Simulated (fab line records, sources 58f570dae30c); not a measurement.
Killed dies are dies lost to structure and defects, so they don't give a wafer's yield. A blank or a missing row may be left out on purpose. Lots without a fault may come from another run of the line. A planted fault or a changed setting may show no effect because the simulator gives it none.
Which tool did it? | flow berkeley_cmos170 | 14 lots, 42 wafers sampled, at 5 steps of a route of 331

WHAT THE GAUGES READ, wafer by wafer
UCB170_NSD_CD_MEAS_06: target cd 1200 nm.
lot  | measured     | on        | cd_nm (nm)
L475 | day 7 18:36  | cd_sem-01 | 1202.0 1200.3 1201.9
L476 | day 7 18:52  | cd_sem-01 | 1201.1 1199.8 1201.9
L479 | day 8 23:01  | cd_sem-01 | 1199.6 1200.1 1200.9
L478 | day 8 23:20  | cd_sem-01 | 1200.5 1200.0 1198.5
L485 | day 10 02:31 | cd_sem-02 | 1202.1 1201.6 1202.7
L487 | day 10 09:10 | cd_sem-01 | 1199.6 1198.7 1199.5
L488 | day 10 09:28 | cd_sem-02 | 1197.9 1198.7 1197.9
L490 | day 11 03:59 | cd_sem-01 | 1199.3 1199.3 1198.7
L496 | day 11 17:47 | cd_sem-02 | 1201.0 1201.1 1202.3
L492 | day 11 18:05 | cd_sem-01 | 1200.1 1200.4 1200.0
L495 | day 11 18:24 | cd_sem-01 | 1201.5 1200.8 1202.4
L497 | day 12 15:25 | cd_sem-01 | 1199.8 1200.9 1200.5
L494 | day 12 15:31 | cd_sem-02 | 1201.6 1200.9 1201.9
L498 | day 12 23:37 | cd_sem-02 | 1201.0 1200.2 1200.9

UCB170_NSD_OVL_MEAS_07.
lot  | measured     | on         | NSD_OVL (nm)
L475 | day 7 18:43  | overlay-01 | 4 -8 3
L476 | day 7 18:58  | overlay-02 | 4 2 0
L479 | day 8 23:08  | overlay-01 | -4 -7 -7
L478 | day 8 23:26  | overlay-02 | 8 -2 1
L485 | day 10 02:37 | overlay-02 | -4 3 -5
L487 | day 10 09:17 | overlay-02 | -5 0 2
L488 | day 10 09:34 | overlay-01 | -2 -7 -3
L490 | day 11 04:06 | overlay-02 | 2 6 0
L496 | day 11 17:55 | overlay-02 | -1 4 5
L492 | day 11 18:11 | overlay-02 | 1 0 -3
L495 | day 11 18:31 | overlay-02 | 4 0 -7
L497 | day 12 15:31 | overlay-01 | -6 -6 -1
L494 | day 12 15:38 | overlay-02 | 1 -3 8
L498 | day 12 23:44 | overlay-02 | 7 9 1

UCB170_V1_THK_MEAS_01.
lot  | measured     | on            | V1_TEOS_THK (nm)
L475 | day 8 06:33  | film_metro-02 | 1990 1943 1983
L476 | day 8 07:54  | film_metro-04 | 1982 2027 2038
L479 | day 9 12:24  | film_metro-02 | 1973 1977 2017
L478 | day 9 13:45  | film_metro-02 | 1983 2028 2035
L485 | day 10 15:29 | film_metro-02 | 1980 2824 2874
L487 | day 10 21:47 | film_metro-04 | 1997 2007 2874
L488 | day 10 21:48 | film_metro-02 | 1988 2013 2006
L490 | day 11 16:22 | film_metro-02 | 2007 2024 2034
L496 | day 12 04:15 | film_metro-01 | 1979 1993 2010
L492 | day 12 06:21 | film_metro-02 | 2008 2008 2039
L495 | day 12 07:40 | film_metro-04 | 1965 1990 1995
L497 | day 13 01:56 | film_metro-02 | 1985 2004 2010
L494 | day 13 03:15 | film_metro-01 | 1966 2023 1992
L498 | day 13 12:43 | film_metro-02 | 1968 1975 1997

WHICH TOOL RAN EACH LOT (tool, then ch and the chambers of the sampled wafers, then the start)
lot  | UCB170_NSD_STRIP_09                  | UCB170_V1_CVD_00
L475 | plasma_asher-04 ch 0,1, day 7 18:54  | pecvd-01 ch 0,1,2, day 8 06:24
L476 | plasma_asher-03 ch 0,1, day 7 19:09  | pecvd-03 ch 0,2, day 8 07:44
L479 | plasma_asher-03 ch 0,1, day 8 23:20  | pecvd-01 ch 1,2, day 9 12:15
L478 | plasma_asher-04 ch 0,1, day 8 23:38  | pecvd-04 ch 0,2, day 9 13:35
L485 | plasma_asher-03 ch 0, day 10 02:48   | pecvd-01 ch 0,2, day 10 15:19
L487 | plasma_asher-03 ch 0,1, day 10 09:28 | pecvd-01 ch 0,1,2, day 10 21:38
L488 | plasma_asher-04 ch 0,1, day 10 09:46 | pecvd-04 ch 0,1, day 10 21:38
L490 | plasma_asher-02 ch 0,1, day 11 04:17 | pecvd-03 ch 0,1,2, day 11 16:13
L496 | plasma_asher-02 ch 0,1, day 11 18:06 | pecvd-04 ch 0,2, day 12 04:06
L492 | plasma_asher-02 ch 0,1, day 11 18:22 | pecvd-03 ch 1,2, day 12 06:11
L495 | plasma_asher-02 ch 0,1, day 11 18:43 | pecvd-04 ch 0,1,2, day 12 07:31
L497 | plasma_asher-03 ch 0,1, day 12 15:42 | pecvd-01 ch 0,1,2, day 13 01:46
L494 | plasma_asher-02 ch 0,1, day 12 15:49 | pecvd-03 ch 1,2, day 13 03:05
L498 | plasma_asher-02 ch 0,1, day 12 23:55 | pecvd-04 ch 0,1, day 13 12:34
- UCB170_NSD_STRIP_09: strips in O2.
- UCB170_V1_CVD_00: deposits SiO2 from TEOS/O2, target thk 2000 nm, time 250 s.

WHAT THE TOOLS THEMSELVES READ (means of the sampled wafers that have a number; where no wafer has one, the mark that the record gives instead)
UCB170_NSD_STRIP_09.
lot  | tool            | drypump_motor_current_A (A) | oes_product_au (a.u.) | strip_time_to_endpoint_s (s)
L475 | plasma_asher-04 | 5.4                         | 0.527                 | 35.51
L476 | plasma_asher-03 | 5.6                         | 0.530                 | 35.64
L479 | plasma_asher-03 | 5.3                         | 0.536                 | 35.68
L478 | plasma_asher-04 | 5.5                         | 0.532                 | 35.64
L485 | plasma_asher-03 | 5.1                         | 0.531                 | 35.47
L487 | plasma_asher-03 | 5.6                         | 0.532                 | 35.62
L488 | plasma_asher-04 | 5.4                         | 0.534                 | 35.54
L490 | plasma_asher-02 | 5.4                         | 0.532                 | 35.71
L496 | plasma_asher-02 | 5.4                         | 0.534                 | 35.60
L492 | plasma_asher-02 | 6.0                         | 0.528                 | 35.56
L495 | plasma_asher-02 | 6.0                         | 0.533                 | 35.50
L497 | plasma_asher-03 | 5.4                         | 0.531                 | 35.51
L494 | plasma_asher-02 | 6.0                         | 0.535                 | 35.65
L498 | plasma_asher-02 | 6.0                         | 0.532                 | 35.53

UCB170_V1_CVD_00.
lot  | tool     | heater_power_w (W)
L475 | pecvd-01 | 248
L476 | pecvd-03 | 204
L479 | pecvd-01 | 293
L478 | pecvd-04 | 240
L485 | pecvd-01 | 222
L487 | pecvd-01 | 219
L488 | pecvd-04 | 225
L490 | pecvd-03 | 222
L496 | pecvd-04 | 236
L492 | pecvd-03 | 194
L495 | pecvd-04 | 207
L497 | pecvd-01 | 276
L494 | pecvd-03 | 177
L498 | pecvd-04 | 213

THE ANSWER, worked out from the rows above alone
Rule: what is usual is taken from the lots themselves. Put in order of their means at a reading, lots are off if they are a third of the lots or fewer, leave a main group of 4 or more, and stand apart from it by a gap of 3 or more times the standard deviation of the main group's means; of several such gaps the widest counts. A main group whose means are all the same, to the digits that the tables above print for the reading, isn't used. A lot without any number at a reading at which 4 lots or more have one is off too. The other lots that the step has rows for count as sound. The gauges are gone through in route order, then the tools' own readings, and for those a lot's mean is taken as printed above. The first step at which some lot is off is used, and at that step the reading that is off furthest; a lot without a number counts as furthest.
Off: L485, L487, at UCB170_V1_THK_MEAS_01 (V1_TEOS_THK). The main group: mean 1999 nm, standard deviation 16.
A tool fits if, at a process step before that reading, it ran every lot that is off, and no sound lot after the first of them. The gauges at UCB170_V1_THK_MEAS_01 are tried like those tools. None of those tried fits.

WHAT THE SIMULATOR HAD PUT IN
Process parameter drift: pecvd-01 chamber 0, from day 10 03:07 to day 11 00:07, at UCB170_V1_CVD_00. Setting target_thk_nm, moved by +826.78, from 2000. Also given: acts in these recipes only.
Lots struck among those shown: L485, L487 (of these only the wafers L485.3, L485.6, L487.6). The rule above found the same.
